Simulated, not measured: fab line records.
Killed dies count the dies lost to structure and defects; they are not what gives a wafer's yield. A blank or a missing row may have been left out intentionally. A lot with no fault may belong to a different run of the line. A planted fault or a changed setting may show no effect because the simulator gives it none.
Matching of chambers || flow berkeley cmos170 || UCB170_GATE_ETCH_15 on rie si-02 has 4 sister chambers
The step etches poly-Si in HBr/Cl2, stops on SiO2, time 56.3 s, target depth 278.2 nm. 14 wafers are shown with their chamber, then 7 later ones without.

EACH WAFER AND ITS CHAMBER
{"wafer": "L832.2", "chamber": 3, "drypump motor current A (A)": 6.1, "throttle valve pct (%)": 26.15, "oes product au (a.u.)": 0.836}
{"wafer": "L832.3", "chamber": 2, "drypump motor current A (A)": 5.7, "throttle valve pct (%)": 26.04, "oes product au (a.u.)": 0.810}
{"wafer": "L832.4", "chamber": 1, "drypump motor current A (A)": 5.3, "throttle valve pct (%)": 26.15, "oes product au (a.u.)": 0.847}
{"wafer": "L833.1", "chamber": 3, "drypump motor current A (A)": 6.1, "throttle valve pct (%)": 26.16, "oes product au (a.u.)": 0.846}
{"wafer": "L833.3", "chamber": 1, "drypump motor current A (A)": 5.3, "throttle valve pct (%)": 26.15, "oes product au (a.u.)": 0.847}
{"wafer": "L833.6", "chamber": 0, "drypump motor current A (A)": 5.3, "throttle valve pct (%)": 26.55, "oes product au (a.u.)": 0.862}
{"wafer": "L840.2", "chamber": 2, "drypump motor current A (A)": 5.7, "throttle valve pct (%)": 26.06, "oes product au (a.u.)": 0.814}
{"wafer": "L840.3", "chamber": 0, "drypump motor current A (A)": 5.3, "throttle valve pct (%)": 26.55, "oes product au (a.u.)": 0.862}
{"wafer": "L840.4", "chamber": 1, "drypump motor current A (A)": 5.3, "throttle valve pct (%)": 26.16, "oes product au (a.u.)": 0.841}
{"wafer": "L842.1", "chamber": 0, "drypump motor current A (A)": 5.2, "throttle valve pct (%)": 26.55, "oes product au (a.u.)": 0.849}
{"wafer": "L842.4", "chamber": 3, "drypump motor current A (A)": 6.1, "throttle valve pct (%)": 26.17, "oes product au (a.u.)": 0.833}
{"wafer": "L842.6", "chamber": 1, "drypump motor current A (A)": 5.3, "throttle valve pct (%)": 26.17, "oes product au (a.u.)": 0.837}
{"wafer": "L848.1", "chamber": 0, "drypump motor current A (A)": 5.2, "throttle valve pct (%)": 26.56, "oes product au (a.u.)": 0.859}
{"wafer": "L848.5", "chamber": 1, "drypump motor current A (A)": 5.3, "throttle valve pct (%)": 26.16, "oes product au (a.u.)": 0.839}

SIGNATURES (means of the wafers above)
{"reading": "drypump motor current A", "chamber 0": 5.250, "chamber 1": 5.300, "chamber 2": 5.700, "chamber 3": 6.100, "scatter within a chamber": 0.0316}
{"reading": "throttle valve pct", "chamber 0": 26.5525, "chamber 1": 26.1580, "chamber 2": 26.0500, "chamber 3": 26.1600, "scatter within a chamber": 0.00869}
{"reading": "oes product au", "chamber 0": 0.85800, "chamber 1": 0.84220, "chamber 2": 0.81200, "chamber 3": 0.83833, "scatter within a chamber": 0.00547}
Rule: a wafer lies at a distance from a chamber equal to the root of the sum of squares, over the readings, of (its reading less the chamber's mean, divided by the reading's scatter). The wafer belongs to the nearest chamber; if the next one is less than 2 further off, it can't be placed. The scatter: the root of (the sum of the squares of (reading less its chamber's mean) over the shown wafers, divided by (wafers less chambers)).

WAFERS MISSING THEIR CHAMBER
{"wafer": "L848.6", "drypump motor current A (A)": 5.8, "throttle valve pct (%)": 26.06, "oes product au (a.u.)": 0.810}
{"wafer": "L852.3", "drypump motor current A (A)": 5.2, "throttle valve pct (%)": 26.56, "oes product au (a.u.)": 0.859}
{"wafer": "L852.4", "drypump motor current A (A)": 6.1, "throttle valve pct (%)": 26.18, "oes product au (a.u.)": 0.844}
{"wafer": "L852.6", "drypump motor current A (A)": 6.1, "throttle valve pct (%)": 26.16, "oes product au (a.u.)": 0.836}
{"wafer": "L853.2", "drypump motor current A (A)": 5.3, "throttle valve pct (%)": 26.18, "oes product au (a.u.)": 0.834}
{"wafer": "L853.4", "drypump motor current A (A)": 5.7, "throttle valve pct (%)": 26.05, "oes product au (a.u.)": 0.812}
{"wafer": "L853.6", "drypump motor current A (A)": 5.3, "throttle valve pct (%)": 26.55, "oes product au (a.u.)": 0.854}

THE CHAMBER EACH PASSED THROUGH
{"wafer": "L848.6", "from the rows above": 2, "in truth": 2}
{"wafer": "L852.3", "from the rows above": 0, "in truth": 0}
{"wafer": "L852.4", "from the rows above": 3, "in truth": 3}
{"wafer": "L852.6", "from the rows above": 3, "in truth": 3}
{"wafer": "L853.2", "from the rows above": 1, "in truth": 1}
{"wafer": "L853.4", "from the rows above": 2, "in truth": 2}
{"wafer": "L853.6", "from the rows above": 0, "in truth": 0}
Correct placement for 7 of the 7. Number that these rows cannot place: 0. 0 placed wrongly.
